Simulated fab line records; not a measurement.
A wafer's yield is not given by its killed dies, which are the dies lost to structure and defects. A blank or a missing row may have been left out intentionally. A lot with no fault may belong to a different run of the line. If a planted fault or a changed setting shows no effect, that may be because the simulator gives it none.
Which tool is to blame? + flow berkeley-cmos170 + 42 wafers from 14 lots sampled at 5 of the route's 331 steps

== WHAT THE GAUGES SHOWED, per wafer ==
UCB170_NWELL_OVL_MEAS_12. Usual: for NWELL_OVL the level is -1 nm and the standard deviation is 4.5.
| lot  | measured    | on         | NWELL_OVL (nm) | flag |
|------|-------------|------------|----------------|------|
| L553 | day 2 11:24 | overlay-01 | -5 -5 -3       |      |
| L555 | day 3 01:15 | overlay-02 | -1 0 1         |      |
| L557 | day 3 09:05 | overlay-01 | -1 -3 -3       |      |
| L558 | day 3 11:53 | overlay-01 | -3 2 0         |      |
| L559 | day 3 16:38 | overlay-01 | -2 6 8         |      |
| L560 | day 3 22:47 | overlay-02 | -2 -3 -2       |      |
| L563 | day 4 18:01 | overlay-02 | -4 -6 -8       |      |
| L565 | day 4 23:40 | overlay-01 | -6 0 -1        |      |
| L568 | day 5 13:27 | overlay-01 | 3 7 0          |      |
| L569 | day 5 18:43 | overlay-01 | -8 -10 -12     |      |
| L571 | day 6 04:31 | overlay-01 | 0 -5 -4        |      |
| L570 | day 6 04:47 | overlay-01 | -3 -3 -1       |      |
| L573 | day 6 16:14 | overlay-02 | 1 -3 2         |      |
| L574 | day 7 03:08 | overlay-01 | -3 -1 6        |      |

UCB170_PFIELD_TW_MEAS_09. Usual: for PFIELD_TW the level is 603 and the standard deviation is 3.1.
| lot  | measured    | on            | PFIELD_TW   | flag |
|------|-------------|---------------|-------------|------|
| L553 | day 4 12:47 | film-metro-03 | 606 608 606 |      |
| L555 | day 5 00:04 | film-metro-03 | 605 604 603 |      |
| L557 | day 5 08:18 | film-metro-01 | 601 598 602 |      |
| L558 | day 5 08:07 | film-metro-03 | 608 601 602 |      |
| L559 | day 5 17:45 | film-metro-01 | 601 602 599 |      |
| L560 | day 6 00:50 | film-metro-04 | 604 599 603 |      |
| L563 | day 7 01:34 | film-metro-01 | 600 601 599 |      |
| L565 | day 7 02:05 | film-metro-03 | 455 453 458 | OFF  |
| L568 | day 7 20:43 | film-metro-03 | 608 604 608 |      |
| L569 | day 8 02:46 | film-metro-04 | 453 450 451 | OFF  |
| L571 | day 8 16:14 | film-metro-03 | 603 600 602 |      |
| L570 | day 8 16:32 | film-metro-03 | 604 604 603 |      |
| L573 | day 8 16:01 | film-metro-04 | 594 596 598 |      |
| L574 | day 9 00:43 | film-metro-04 | 601 602 602 |      |

== WHICH TOOL RAN EACH LOT (tool, then ch and the chambers of the sampled wafers, then the start) ==
| lot  | UCB170_PWELL_ETCH_14              | UCB170_PFIELD_IMPLANT_07       | UCB170_PFIELD_STRIP_08              |
|------|-----------------------------------|--------------------------------|-------------------------------------|
| L553 | rie-diel-03 ch 0,1, day 3 05:50   | implanter-01 ch 0, day 4 12:32 | plasma-asher-03 ch 0,1, day 4 12:41 |
| L555 | rie-diel-03 ch 1,2,3, day 3 16:31 | implanter-01 ch 0, day 4 23:50 | plasma-asher-04 ch 0,1, day 4 23:58 |
| L557 | rie-diel-01 ch 0,3, day 4 02:46   | implanter-04 ch 0, day 5 08:04 | plasma-asher-03 ch 0,1, day 5 08:11 |
| L558 | rie-diel-03 ch 0,1,3, day 4 03:01 | implanter-02 ch 0, day 5 07:53 | plasma-asher-03 ch 0,1, day 5 08:01 |
| L559 | rie-diel-02 ch 0,2, day 4 12:17   | implanter-01 ch 0, day 5 17:30 | plasma-asher-04 ch 0,1, day 5 17:39 |
| L560 | rie-diel-01 ch 2,3, day 4 17:40   | implanter-01 ch 0, day 6 00:35 | plasma-asher-04 ch 0,1, day 6 00:44 |
| L563 | rie-diel-01 ch 0,2, day 5 10:08   | implanter-02 ch 0, day 7 01:20 | plasma-asher-01 ch 1, day 7 01:27   |
| L565 | rie-diel-02 ch 0,1,3, day 5 17:53 | implanter-01 ch 0, day 7 01:50 | plasma-asher-03 ch 0,1, day 7 01:59 |
| L568 | rie-diel-02 ch 0,1,2, day 6 06:34 | implanter-02 ch 0, day 7 20:29 | plasma-asher-01 ch 0,1, day 7 20:37 |
| L569 | rie-diel-03 ch 0,2,3, day 6 12:37 | implanter-01 ch 0, day 8 02:31 | plasma-asher-01 ch 0,1, day 8 02:40 |
| L571 | rie-diel-02 ch 0,1,2, day 7 04:25 | implanter-02 ch 0, day 8 15:59 | plasma-asher-04 ch 0,1, day 8 16:08 |
| L570 | rie-diel-03 ch 0,2, day 7 04:53   | implanter-04 ch 0, day 8 16:17 | plasma-asher-03 ch 0,1, day 8 16:25 |
| L573 | rie-diel-02 ch 1,2,3, day 7 11:29 | implanter-04 ch 0, day 8 15:46 | plasma-asher-03 ch 0,1, day 8 15:54 |
| L574 | rie-diel-01 ch 0,2, day 7 20:49   | implanter-04 ch 0, day 9 00:28 | plasma-asher-03 ch 0,1, day 9 00:37 |
- UCB170_PWELL_ETCH_14: etches Si3N4 in CH3F/Ar/O2, stops on SiO2, target depth 242 nm, time 151 s.
- UCB170_PFIELD_IMPLANT_07
- UCB170_PFIELD_STRIP_08: strips in O2.

== AS READ BY THE TOOLS THEMSELVES (means over the sampled wafers that have a number; for cases with no such wafer, the mark the record gives instead) ==
UCB170_PWELL_ETCH_14. Usual: drypump-motor-current-A 5.7 A, standard deviation 0.61; oes-product-au 0.943 a.u., standard deviation 0.013; throttle-valve-pct 8.10 %, standard deviation 0.13.
| lot  | tool        | drypump-motor-current-A (A) | oes-product-au (a.u.) | throttle-valve-pct (%) | flag |
|------|-------------|-----------------------------|-----------------------|------------------------|------|
| L553 | rie-diel-03 | 5.9                         | 0.933                 | 8.16                   |      |
| L555 | rie-diel-03 | 6.4                         | 0.945                 | 8.13                   |      |
| L557 | rie-diel-01 | 5.8                         | 0.927                 | 7.93                   |      |
| L558 | rie-diel-03 | 6.2                         | 0.935                 | 8.10                   |      |
| L559 | rie-diel-02 | 5.8                         | 0.940                 | 7.99                   |      |
| L560 | rie-diel-01 | 5.4                         | 0.937                 | 8.01                   |      |
| L563 | rie-diel-01 | 5.3                         | 0.936                 | 8.07                   |      |
| L565 | rie-diel-02 | 5.7                         | 0.947                 | 8.18                   |      |
| L568 | rie-diel-02 | 5.3                         | 0.955                 | 8.07                   |      |
| L569 | rie-diel-03 | 6.4                         | 0.940                 | 8.13                   |      |
| L571 | rie-diel-02 | 5.3                         | 0.952                 | 8.06                   |      |
| L570 | rie-diel-03 | 6.2                         | 0.941                 | 8.18                   |      |
| L573 | rie-diel-02 | 5.4                         | 0.961                 | 8.15                   |      |
| L574 | rie-diel-01 | 5.3                         | 0.945                 | 8.07                   |      |

UCB170_PFIELD_IMPLANT_07. Usual: beam-energy-keV 79.999, standard deviation 0.029; dose-ions-cm2 1.9993e+13, standard deviation 2.4e+10; faraday-current-uA 63.6, standard deviation 1.3.
| lot  | tool         | beam-energy-keV | dose-ions-cm2 | faraday-current-uA | flag |
|------|--------------|-----------------|---------------|--------------------|------|
| L553 | implanter-01 | 79.999          | 1.9977e+13    | 64.6               |      |
| L555 | implanter-01 | 80.040          | 2.0005e+13    | 63.2               |      |
| L557 | implanter-04 | 80.033          | 2.0030e+13    | 63.1               |      |
| L558 | implanter-02 | 79.987          | 1.9988e+13    | 63.5               |      |
| L559 | implanter-01 | 79.992          | 2.0016e+13    | 63.9               |      |
| L560 | implanter-01 | 80.004          | 1.9968e+13    | 63.5               |      |
| L563 | implanter-02 | 79.964          | 2.0013e+13    | 65.2               |      |
| L565 | implanter-01 | 80.012          | 8.0707e+12    | 25.6               | OFF  |
| L568 | implanter-02 | 80.000          | 1.9994e+13    | 63.3               |      |
| L569 | implanter-01 | 79.961          | 8.0253e+12    | 25.7               | OFF  |
| L571 | implanter-02 | 80.006          | 1.9996e+13    | 62.4               |      |
| L570 | implanter-04 | 80.039          | 1.9972e+13    | 62.7               |      |
| L573 | implanter-04 | 79.954          | 2.0018e+13    | 63.0               |      |
| L574 | implanter-04 | 80.029          | 2.0009e+13    | 63.6               |      |

UCB170_PFIELD_STRIP_08. Usual: drypump-motor-current-A 5.7 A, standard deviation 0.45; oes-product-au 0.734 a.u., standard deviation 0.0042; strip-time-to-endpoint-s 21.62 s, standard deviation 0.072.
| lot  | tool            | drypump-motor-current-A (A) | oes-product-au (a.u.) | strip-time-to-endpoint-s (s) | flag |
|------|-----------------|-----------------------------|-----------------------|------------------------------|------|
| L553 | plasma-asher-03 | 6.1                         | 0.733                 | 21.72                        |      |
| L555 | plasma-asher-04 | 5.5                         | 0.729                 | 21.70                        |      |
| L557 | plasma-asher-03 | 6.1                         | 0.731                 | 21.69                        |      |
| L558 | plasma-asher-03 | 6.0                         | 0.731                 | 21.64                        |      |
| L559 | plasma-asher-04 | 5.5                         | 0.736                 | 21.57                        |      |
| L560 | plasma-asher-04 | 5.6                         | 0.733                 | 21.55                        |      |
| L563 | plasma-asher-01 | 6.3                         | 0.734                 | 21.68                        |      |
| L565 | plasma-asher-03 | 6.1                         | 0.730                 | 21.56                        |      |
| L568 | plasma-asher-01 | 5.4                         | 0.734                 | 21.59                        |      |
| L569 | plasma-asher-01 | 5.9                         | 0.736                 | 21.61                        |      |
| L571 | plasma-asher-04 | 5.5                         | 0.735                 | 21.69                        |      |
| L570 | plasma-asher-03 | 6.1                         | 0.734                 | 21.54                        |      |
| L573 | plasma-asher-03 | 6.1                         | 0.735                 | 21.45                        |      |
| L574 | plasma-asher-03 | 6.1                         | 0.737                 | 21.54                        |      |

== THE ANSWER, worked out from the rows above alone ==
Rule: a lot counts as off when the mean over its wafers that have a number is more than 3 standard deviations away from the usual mean. A lot without any number at a reading at which 4 lots or more have one is off too. The other lots that the step has rows for count as sound. Order of review: gauges by route order, followed by the tools' own readings, for which a lot's mean as printed above is used. At the first step where some lot is off, the reading lying furthest off is the one used; lots without a number count as furthest.
Off: L565, L569, at UCB170_PFIELD_TW_MEAS_09 (PFIELD_TW).
If a tool, at a process step before that reading, ran all the lots that are off and no sound lot after the first of them, it fits. Not tried: the gauges at UCB170_PFIELD_TW_MEAS_09; whatever is off there is also off at UCB170_PFIELD_IMPLANT_07, on other tools, and gauge error can't account for it. One fits: UCB170_PFIELD_IMPLANT_07 on implanter-01. Its last sound lot is L560 (day 6 00:35), its first lot that is off L565 (day 7 01:50): a fault that began between those two fits.
The tool's own readings at UCB170_PFIELD_IMPLANT_07 bear it out: on the lots that are off they differ by more than 5 times the standard deviation of the sound lots' means. dose-ions-cm2 reads 8.0480e+12 there against 1.9999e+13 on the sound lots; faraday-current-uA reads 25.6 there against 63.5 on the sound lots.

== WHAT THE SIMULATOR PUT IN ==
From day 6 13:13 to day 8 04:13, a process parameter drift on implanter-01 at UCB170_PFIELD_IMPLANT_07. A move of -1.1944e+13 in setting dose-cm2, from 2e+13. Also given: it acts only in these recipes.
Shown lots that were struck: L565, L569. The same result came from the rule above.
